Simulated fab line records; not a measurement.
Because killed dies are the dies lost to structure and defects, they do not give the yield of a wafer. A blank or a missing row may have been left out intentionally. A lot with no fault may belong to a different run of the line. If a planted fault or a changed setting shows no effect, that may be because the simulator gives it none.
Split-lot trial :: flow rit cmos :: 5 lots, 23 wafers read, on a route of 202 steps

THE SPLIT ITSELF
At RIT_CONTACT_ETCH_11 (etches SiO2 in CHF3/CF4/Ar, stops on TiSi2, target depth 480 nm, time 320 s), the setting time s was moved away from the recipe's 320 s on 8 of the 23 wafers read, by -12.8% to +13.4%. All remaining wafers had this setting at the recipe value.

The reading comes from the split's own step.

THE READING
NOVOLAK_of_CONTACT_COAT_03.thk nm (the simulator's own value, which no gauge read), in nm, at RIT_CONTACT_ETCH_11 (etches SiO2 in CHF3/CF4/Ar, stops on TiSi2, target depth 480 nm, time 320 s). No usual value for it is given in the file. The 15 wafers here that ran the recipe average 766.6 nm, standard deviation 5.5 nm.

wafer: L076.1
tool, chamber at the split: rie diel-04, 3
time s as run, s: 320
against the recipe: recipe
NOVOLAK_of_CONTACT_COAT_03.thk nm, nm: 766.3
against lot-mates on the recipe: -

wafer: L076.2
tool, chamber at the split: rie diel-04, 1
time s as run, s: 320
against the recipe: recipe
NOVOLAK_of_CONTACT_COAT_03.thk nm, nm: 767.1
against lot-mates on the recipe: -

wafer: L076.4
tool, chamber at the split: rie diel-04, 2
time s as run, s: 320
against the recipe: recipe
NOVOLAK_of_CONTACT_COAT_03.thk nm, nm: 766.5
against lot-mates on the recipe: -

wafer: L076.5
tool, chamber at the split: rie diel-04, 0
time s as run, s: 363
against the recipe: +13.4%
NOVOLAK_of_CONTACT_COAT_03.thk nm, nm: 744.6
against lot-mates on the recipe: -22.0

wafer: L076.6
tool, chamber at the split: rie diel-04, 3
time s as run, s: 363
against the recipe: +13.4%
NOVOLAK_of_CONTACT_COAT_03.thk nm, nm: 752.2
against lot-mates on the recipe: -14.4

wafer: L077.1
tool, chamber at the split: rie diel-02, 1
time s as run, s: 320
against the recipe: recipe
NOVOLAK_of_CONTACT_COAT_03.thk nm, nm: 773.2
against lot-mates on the recipe: -

wafer: L077.2
tool, chamber at the split: rie diel-02, 3
time s as run, s: 278.9
against the recipe: -12.8%
NOVOLAK_of_CONTACT_COAT_03.thk nm, nm: 783.4
against lot-mates on the recipe: +14.4

wafer: L077.3
tool, chamber at the split: rie diel-02, 2
time s as run, s: 320
against the recipe: recipe
NOVOLAK_of_CONTACT_COAT_03.thk nm, nm: 764.7
against lot-mates on the recipe: -

wafer: L077.4
tool, chamber at the split: rie diel-02, 0
time s as run, s: 278.9
against the recipe: -12.8%
NOVOLAK_of_CONTACT_COAT_03.thk nm, nm: 787.6
against lot-mates on the recipe: +18.6

wafer: L077.5
tool, chamber at the split: rie diel-02, 0
time s as run, s: 278.9
against the recipe: -12.8%
NOVOLAK_of_CONTACT_COAT_03.thk nm, nm: 786.6
against lot-mates on the recipe: +17.6

wafer: L079.2
tool, chamber at the split: rie diel-02, 2
time s as run, s: 320
against the recipe: recipe
NOVOLAK_of_CONTACT_COAT_03.thk nm, nm: 767.3
against lot-mates on the recipe: -

wafer: L079.3
tool, chamber at the split: rie diel-02, 3
time s as run, s: 320
against the recipe: recipe
NOVOLAK_of_CONTACT_COAT_03.thk nm, nm: 772.5
against lot-mates on the recipe: -

wafer: L079.5
tool, chamber at the split: rie diel-02, 1
time s as run, s: 320
against the recipe: recipe
NOVOLAK_of_CONTACT_COAT_03.thk nm, nm: 778.3
against lot-mates on the recipe: -

wafer: L080.1
tool, chamber at the split: rie diel-03, 0
time s as run, s: 302.5
against the recipe: -5.5%
NOVOLAK_of_CONTACT_COAT_03.thk nm, nm: 769.8
against lot-mates on the recipe: +0.6

wafer: L080.2
tool, chamber at the split: rie diel-03, 2
time s as run, s: 320
against the recipe: recipe
NOVOLAK_of_CONTACT_COAT_03.thk nm, nm: 767.1
against lot-mates on the recipe: -

wafer: L080.3
tool, chamber at the split: rie diel-03, 3
time s as run, s: 320
against the recipe: recipe
NOVOLAK_of_CONTACT_COAT_03.thk nm, nm: 771.3
against lot-mates on the recipe: -

wafer: L080.4
tool, chamber at the split: rie diel-03, 1
time s as run, s: 302.5
against the recipe: -5.5%
NOVOLAK_of_CONTACT_COAT_03.thk nm, nm: 774.5
against lot-mates on the recipe: +5.3

wafer: L080.6
tool, chamber at the split: rie diel-03, 2
time s as run, s: 302.5
against the recipe: -5.5%
NOVOLAK_of_CONTACT_COAT_03.thk nm, nm: 774.7
against lot-mates on the recipe: +5.5

wafer: L081.1
tool, chamber at the split: rie diel-04, 1
time s as run, s: 320
against the recipe: recipe
NOVOLAK_of_CONTACT_COAT_03.thk nm, nm: 763.2
against lot-mates on the recipe: -

wafer: L081.2
tool, chamber at the split: rie diel-04, 0
time s as run, s: 320
against the recipe: recipe
NOVOLAK_of_CONTACT_COAT_03.thk nm, nm: 754.2
against lot-mates on the recipe: -

wafer: L081.3
tool, chamber at the split: rie diel-04, 2
time s as run, s: 320
against the recipe: recipe
NOVOLAK_of_CONTACT_COAT_03.thk nm, nm: 761
against lot-mates on the recipe: -

wafer: L081.5
tool, chamber at the split: rie diel-04, 1
time s as run, s: 320
against the recipe: recipe
NOVOLAK_of_CONTACT_COAT_03.thk nm, nm: 763.4
against lot-mates on the recipe: -

wafer: L081.6
tool, chamber at the split: rie diel-04, 2
time s as run, s: 320
against the recipe: recipe
NOVOLAK_of_CONTACT_COAT_03.thk nm, nm: 763
against lot-mates on the recipe: -

FIT RESULTS
A straight line over all 23 wafers: NOVOLAK_of_CONTACT_COAT_03.thk nm changes by -1.41 nm for each +1% of time s; r = -0.88; the points scatter about the line by 5 nm.
The same after taking each lot's own level away (the mean of its wafers on the recipe; 23 wafers): -1.29 nm for each +1%; r = -0.93; scatter 3.4 nm.
That fit puts the effect of the largest move of time s on the reading at 17 nm.
From 760.96 to 772.70 nm: that is the span of the lots' own levels, equal to 2.1 times the standard deviation above.
The two slopes are in agreement: the lot-to-lot level therefore moves the slope only a little.
Check: for one of the wafers moved furthest among these (+13.4%), held out of the fit, the line's prediction against its lot-mates is -16.1 nm. It came out at -22 nm against them.

THE OTHER SPLITS THESE WAFERS WENT THROUGH
These wafers also went through other splits before the reading. Each is held against what the fit with the lots' levels taken away leaves over:
other split on the same wafers: RIT_PSD_SOFTBAKE_02 temp c
wafers away from the commonest value: 8
r with NOVOLAK_of_CONTACT_COAT_03.thk nm (lot level and that fit taken away): +0.15

FILE'S OWN FIT
NOVOLAK_of_CONTACT_COAT_03.thk nm changes by -1.29 nm for each +1% of time s, r = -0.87.
